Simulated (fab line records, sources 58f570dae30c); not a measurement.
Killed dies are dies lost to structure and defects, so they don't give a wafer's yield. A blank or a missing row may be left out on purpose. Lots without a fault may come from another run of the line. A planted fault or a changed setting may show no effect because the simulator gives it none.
Problem report in the 8D (eight disciplines) form, filled by code | flow berkeley_cmos170 | the parts of the form that need people (team, actions taken, sign-off) are left out

1. THE PROBLEM
SILICIDE_TI_RS at UCB170_SILICIDE_RS_MEAS_02 reads a mean of 37.9 ohm/sq on 1 wafer of 1 lot; wafers without a fault read 26.2 ohm/sq with a standard deviation of 0.37. That is +32 standard deviations from the usual mean.
The step: measures by four-point-probe.
First seen on wafer L627.1, day 10 21:50, on film_metro-02. The record holds 39 wafers of 13 lots with a number at this step. Rule for "out", or "out of limits": more than 4 standard deviations from the usual mean. The other wafers with a number count as sound.

2. WHAT IT IS AND WHAT IT IS NOT
question                    | is                | is not
which readings at this step | SILICIDE_TI_RS    | -
which lots                  | L627              | L614, L616, L617, L618, L619, L620, L625, L629, L630, L631, L633, L636
which wafers of those lots  | L627.1            | L627.3, L627.4
read on which gauges        | film_metro-02     | film_metro-01, film_metro-04
when                        | from day 10 21:50 | up to then (23 sound wafers); but 15 sound wafers of L629, L630, L631, L633, L636 came after

3. SUSPECTS, AND WHAT RULES EACH OUT
Counting: a tool at a process step up to the reading stays a suspect if it ran every lot that is out. Sound lots after the first of them don't rule it out here, since some wafers of a struck lot are sound.
- the gauge at UCB170_SILICIDE_RS_MEAS_02: kept. All the wafers that are out were read on film_metro-02, and no step on other tools shows them out.
- rie_si-02 at UCB170_GATE_ETCH_15 (etches poly-Si in HBr/Cl2, stops on SiO2, time 56.3 s, target depth 278.2 nm): kept. It ran the lot that is out, L627 (day 10 05:41); its last sound lot up to then is L625 (day 9 15:35).
- pvd_sputter-01 at UCB170_SILICIDE_SPUTTER_01 (material Ti, target thk 30 nm, time 25 s): kept. It ran the lot that is out, L627 (day 10 21:45); its last sound lot up to then is L625 (day 10 07:21).
- Within rie_si-02 at UCB170_GATE_ETCH_15: the wafers that are out ran in chamber 3; their sound lot-mates ran in chambers 0, 2.
Left after counting: rie_si-02 at UCB170_GATE_ETCH_15, pvd_sputter-01 at UCB170_SILICIDE_SPUTTER_01, film_metro-02 at UCB170_SILICIDE_RS_MEAS_02.

4. THE CAUSE (what the simulator had put in)
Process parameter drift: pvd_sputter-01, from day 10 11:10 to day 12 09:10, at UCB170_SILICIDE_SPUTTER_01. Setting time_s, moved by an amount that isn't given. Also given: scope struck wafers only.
Counting left 3 suspects, and this tool is among them.

5. THE CHAIN OF EFFECTS, in route order
Each row: a reading whose mean over the struck wafers that have a number lies more than 3 standard deviations from the usual. Only readings for which the record gives a usual standard deviation are gone through. hours: the time from each lot's start at the first step in this table that gives one to its start at this step, as a median over the lots. sigmas: the change in usual standard deviations.
hours | step                        | reading         | usual       | on struck wafers | change | sigmas
0     | UCB170_SILICIDE_RS_MEAS_02  | SILICIDE_TI_RS  | 26.2 ohm/sq | 37.9             | +11.7  | +32
0     | UCB170_SILICIDE_THK_MEAS_03 | SILICIDE_TI_THK | 29.3 nm     | 21.6             | -7.7   | -20
Later measuring or inspecting steps at which every struck wafer that the step has a row for has a number for every such reading, and none has moved that far: UCB170_CONTACT_CD_MEAS_90.

6. WHAT WOULD HAVE CAUGHT IT SOONER
In this record the first reading out of limits at a measuring or inspecting step was taken at day 10 21:50, 11 hours after the fault began at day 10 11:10.
Of the tool readings at UCB170_SILICIDE_SPUTTER_01 for which the record gives a usual standard deviation, none was out on any struck wafer, so an alarm limit of 4 standard deviations on them would not have fired.
All the lots that are out (1) had begun UCB170_SILICIDE_SPUTTER_01 on pvd_sputter-01 by day 10 21:50. A hold on the tool at that time would have spared none of them.
